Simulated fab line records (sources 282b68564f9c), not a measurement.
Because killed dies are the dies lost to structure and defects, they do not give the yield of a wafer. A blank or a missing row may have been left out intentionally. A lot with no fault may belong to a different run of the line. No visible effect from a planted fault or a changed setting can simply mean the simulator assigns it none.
Which tool was responsible?	flow rit cmos	Sampling: 7 lots, 21 wafers, 2 of 202 route steps

WHAT THE GAUGES SHOWED, per wafer
RIT_PSD_TW_MEAS_10.
lot	measured	on	PSD_TW
L789	day 3 20:17	film metro-01	3482 3473 3486
L791	day 4 06:51	film metro-02	3480 3462 3474
L796	day 5 05:06	film metro-01	3490 3476 3479
L799	day 5 23:39	film metro-02	3453 3461 3460
L801	day 6 09:05	film metro-01	3485 3471 3462
L803	day 6 18:43	film metro-01	3480 3489 3481
L807	day 7 13:13	film metro-01	3498 3488 3498

WHAT TOOL EACH LOT RAN ON (gives the tool, then ch and the chambers of the sampled wafers, and finally the start)
lot	RIT_SPACER_ETCHBACK_05
L789	rie diel-02 ch 1,3, day 3 17:00
L791	rie diel-02 ch 0,3, day 4 03:36
L796	rie diel-02 ch 0,3, day 5 02:10
L799	rie diel-02 ch 0,1,3, day 5 20:34
L801	rie diel-03 ch 0,3, day 6 05:53
L803	rie diel-03 ch 0,1,2, day 6 15:46
L807	rie diel-03 ch 0,2,3, day 7 09:51
- RIT_SPACER_ETCHBACK_05: etches Si3N4 in SF6/CHF3, stops on SiO2, target depth 250 nm, time 240 s.

THE ANSWER, worked out from the rows above alone
Rule: usual is defined by the lots themselves. Put in order of their means at a reading, lots are off if they are a third of the lots or fewer, leave a main group of 4 or more, and stand apart from it by a gap of 3 or more times the standard deviation of the main group's means; of several such gaps the widest counts. Not used: any main group whose means are identical at the precision the tables above print for the reading. A lot without any number at a reading at which 4 lots or more have one is off too. The other lots that the step has rows for count as sound.
Across all readings shown, no lot is off: no conclusion can be drawn from this.

WHAT THE SIMULATOR HAD INSERTED
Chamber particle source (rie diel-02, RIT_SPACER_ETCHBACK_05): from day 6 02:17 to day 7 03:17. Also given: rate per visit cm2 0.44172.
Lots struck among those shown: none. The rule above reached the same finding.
